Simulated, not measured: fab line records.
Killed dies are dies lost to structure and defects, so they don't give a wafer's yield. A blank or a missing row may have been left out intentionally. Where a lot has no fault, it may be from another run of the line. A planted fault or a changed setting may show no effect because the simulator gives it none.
One fault seen from 2 desks + flow berkeley_cmos170 + only its own numbers are on each desk; what lay behind them is given at the end

DESK OF THE TOOL OWNER: lpcvd-01
The tool's own readings at UCB170_PWELL_CVD_05 (deposits Si3N4 from SiH2Cl2/NH3, target thk 220 nm, time 3300 s): means of the sampled wafers that have a number, for each lot that ran on this tool. A lot is out of limits, marked OUT, if its mean lies more than 4 standard deviations from the usual mean; the brackets give that distance.
Columns: A = susceptor_temp_C at UCB170_PWELL_CVD_05, usual 800.0 C
| lot  | first seen here | A     |
|------|-----------------|-------|
| L292 | day 3 15:01     | 800.2 |
| L293 | day 3 15:01     | 800.1 |
| L295 | day 4 02:29     | 800.3 |
| L296 | day 4 02:29     | 800.0 |
| L297 | day 4 14:11     | 800.4 |
| L298 | day 4 20:30     | 800.0 |
| L299 | day 4 20:30     | 799.8 |
| L300 | day 4 20:30     | 799.9 |
| L309 | day 6 22:28     | 800.0 |
| L310 | day 6 22:28     | 800.1 |
| L311 | day 7 00:23     | 800.0 |
| L312 | day 7 00:23     | 800.0 |
Finding of this desk: none of the 12 lots has anything out of limits.

FROM THE METROLOGY DESK
Means of the sampled wafers that have a number, per lot and without regard to the tool the lot ran on: this is what the gauges read. A lot is out of limits, marked OUT, if its mean lies more than 4 standard deviations from the usual mean; the brackets give that distance.
Columns: A = START_OXIDE_THK at UCB170_START_THK_MEAS_03, usual 20.2 nm; B = NWELL_NITRIDE_THK at UCB170_NWELL_THK_MEAS_05, usual 220.2 nm; C = PWELL_NITRIDE_THK at UCB170_PWELL_THK_MEAS_06, usual 220.1 nm; D = ACTIVE_NITRIDE_THK at UCB170_ACTIVE_THK_MEAS_06, usual 219.9 nm
| lot  | first seen here | A    | B     | C              | D     |
|------|-----------------|------|-------|----------------|-------|
| L291 | day 1 14:35     | 19.9 | 222.8 | 218.7          | 219.3 |
| L292 | day 1 20:23     | 20.3 | 221.1 | 220.0          | 221.3 |
| L293 | day 2 00:55     | 19.9 | 223.8 | 219.2          | 218.2 |
| L295 | day 2 11:59     | 19.4 | 219.3 | 219.2          | 221.7 |
| L296 | day 2 15:44     | 20.3 | 221.9 | 220.3          | 218.7 |
| L297 | day 2 22:05     | 19.7 | 219.7 | 220.9          | 220.9 |
| L299 | day 3 03:49     | 20.4 | 217.1 | 219.5          | 217.7 |
| L298 | day 3 03:50     | 20.2 | 214.7 | 220.9          | 220.4 |
| L300 | day 3 11:06     | 19.9 | 218.0 | 222.2          | 221.4 |
| L302 | day 3 21:48     | 19.8 | 222.4 | 218.6          | 216.0 |
| L304 | day 4 07:38     | 20.6 | 222.9 | 217.5          | 219.5 |
| L309 | day 5 09:43     | 20.5 | 221.2 | 93.0 (-79) OUT | 221.6 |
| L310 | day 5 14:13     | 20.7 | 220.1 | 91.2 (-81) OUT | 221.4 |
| L311 | day 5 21:21     | 20.4 | 221.4 | 93.8 (-79) OUT | 222.7 |
| L312 | day 5 21:22     | 20.6 | 220.9 | 91.7 (-80) OUT | 219.8 |
| L313 | day 6 02:53     | 20.6 | 215.4 | 221.3          | 221.0 |
Per this desk, out of limits: L309, L310, L311, L312; the first was L310, day 7 00:23 (PWELL_NITRIDE_THK at UCB170_PWELL_THK_MEAS_06). In limits: L291, L292, L293, L295, L296, L297, L299, L298, L300, L302, L304, L313.

BROUGHT TOGETHER
At day 7 00:23 the metrology desk could have sounded an alarm, on L309, L310, L311, L312.
The tool owner's desk saw nothing out of limits.
On record at the tool owner's desk: L309, L310, L311, L312, within its limits.
All the named lots went through UCB170_PWELL_CVD_05 on lpcvd-01.

WHAT THE SIMULATOR HAD INSERTED
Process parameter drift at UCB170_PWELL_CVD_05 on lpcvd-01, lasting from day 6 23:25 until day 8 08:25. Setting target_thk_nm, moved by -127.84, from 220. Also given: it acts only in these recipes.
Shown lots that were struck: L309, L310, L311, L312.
Delay in hours, fault start to first out-of-limits reading, per desk: metrology desk 1.
